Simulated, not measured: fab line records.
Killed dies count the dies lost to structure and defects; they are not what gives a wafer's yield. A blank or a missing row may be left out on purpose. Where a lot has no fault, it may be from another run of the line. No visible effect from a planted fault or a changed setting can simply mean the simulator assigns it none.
A struck lot beside a sound one | flow rit_cmos | 21 steps out of a route of 202
Sound: wafers L224.4, L224.5, L224.6. The struck wafers were L244.2, L244.3, L244.6. The cause is named last.
For every step that has rows: the tool of each side, followed by ch and its chambers, followed by its first start. Under that, the readings that differ: sound wafers | struck wafers | difference of the means | sigmas: that difference in standard deviations of wafers without a fault.
alike: a reading whose means differ by less than 2 such deviations, as well as words and numbers matching on both sides. not compared: withheld readings; readings where some wafer has no value; bounds like >300 that might hide an equal value; numbers whose values overlap and for which the record gives no deviation.
Wherever a step has rows on one side only, a row that says differs or no value, or a row with sigmas, the two part there. When numbers do not overlap yet have no deviation, they are printed without sigmas and do not part them. A reading missing from all wafers of one side parts the sides only when that side holds two or more wafers.

RIT_PLDD_OVL_MEAS_06:
  sound on overlay-02 at day 3 06:39; struck on overlay-01 at day 7 09:34
  alike: PLDD_OVL
then, 2 steps without rows for these wafers: RIT_PLDD_HARDBAKE_07 (time 60 s); RIT_PLDD_IMPLANT_08.
RIT_PLDD_STRIP_09: strips in O2, time 180 s.
  sound on plasma_asher-02 ch 0,1, day 3 07:02; struck on plasma_asher-03 ch 0,1, day 7 09:53
  alike: drypump_motor_current_A
  not compared: rf_hours_counter_h
RIT_PLDD_TW_MEAS_10:
  sound on film_metro-01 at day 3 07:11; struck on film_metro-04 at day 7 10:05
  alike: PLDD_TW
then, 4 steps without rows for these wafers: RIT_SPACER_CLEAN_00 (cleans in SC1, time 600 s); RIT_SPACER_CLEAN_01 (cleans in dHF, time 30 s); RIT_SPACER_CLEAN_02 (cleans in SC2, time 600 s); RIT_SPACER_CVD_03 (deposits Si3N4 from SiH2Cl2/NH3, target thk 250 nm, time 3300 s).
RIT_SPACER_THK_MEAS_04:
  sound on film_metro-03 at day 3 09:47; struck on film_metro-04 at day 7 12:25
  reading                 | sound             | struck            | difference | sigmas
  SPACER_NITRIDE_THK (nm) | 254.8 252.7 249.8 | 247.2 248.3 247.2 | -4.9       | -2
RIT_SPACER_ETCHBACK_05: etches Si3N4 in SF6/CHF3, stops on SiO2, target depth 250 nm, time 240 s.
  sound on rie_diel-01 ch 0,1,2, day 3 09:49; struck on rie_diel-02 ch 0,2, day 7 12:28
  reading               | sound             | struck            | difference | sigmas
  oes_product_au (a.u.) | 0.883 0.876 0.850 | 0.842 0.814 0.836 | -0.039     | -2
  alike: drypump_motor_current_A, throttle_valve_pct
  not compared: rf_hours_counter_h
then, 1 step without rows for these wafers: RIT_NSD_HMDS_00 (prime time 60 s).
RIT_NSD_COAT_01: resist thk 1000 nm.
  sound on litho_track-03 ch 0, day 3 10:11; struck on litho_track-04 ch 0, day 7 12:49
  reading                                  | sound                | struck               | difference | sigmas
  spin_speed_rpm (rpm)                     | 3252.0 3254.8 3253.3 | 3440.0 3440.0 3441.8 | +187.2     | +69
  model.NOVOLAK_of_NSD_COAT_01.thk_nm (nm) | 1004 1002 1002       | 971.2 969.1 971.1    | -32.2      |
then, 4 steps without rows for these wafers: RIT_NSD_SOFTBAKE_02 (time 60 s); RIT_NSD_EXPOSE_03 (exposes mask M9, target cd 40700 nm); RIT_NSD_PEB_04; RIT_NSD_DEVELOP_05 (develop time 50 s).
RIT_NSD_OVL_MEAS_06:
  sound on overlay-01 at day 3 10:50; struck on overlay-01 at day 7 13:37
  reading      | sound       | struck         | difference | sigmas
  NSD_OVL (nm) | 2.2 4.3 2.8 | -0.6 -1.0 -1.6 | -4.2       | -3
RIT_NSD_HARDBAKE_07: time 60 s.
  sound on litho_track-03 ch 0, day 3 10:56; struck on litho_track-04 ch 0, day 7 13:41
  reading                                  | sound             | struck            | difference | sigmas
  model.NOVOLAK_of_NSD_COAT_01.thk_nm (nm) | 886.9 885.1 885.7 | 858.6 856.7 858.5 | -28.0      |
then, 1 step without rows for these wafers: RIT_NSD_IMPLANT_08.
RIT_M1_PROBE_99:
  rows exist in the record for the sound wafers here (prober-02, day 3 22:12), none for the struck ones

## WHERE THEY PART
Earliest at RIT_SPACER_THK_MEAS_04; latest, in this record, at RIT_M1_PROBE_99.

WHY: the cause the simulator had injected
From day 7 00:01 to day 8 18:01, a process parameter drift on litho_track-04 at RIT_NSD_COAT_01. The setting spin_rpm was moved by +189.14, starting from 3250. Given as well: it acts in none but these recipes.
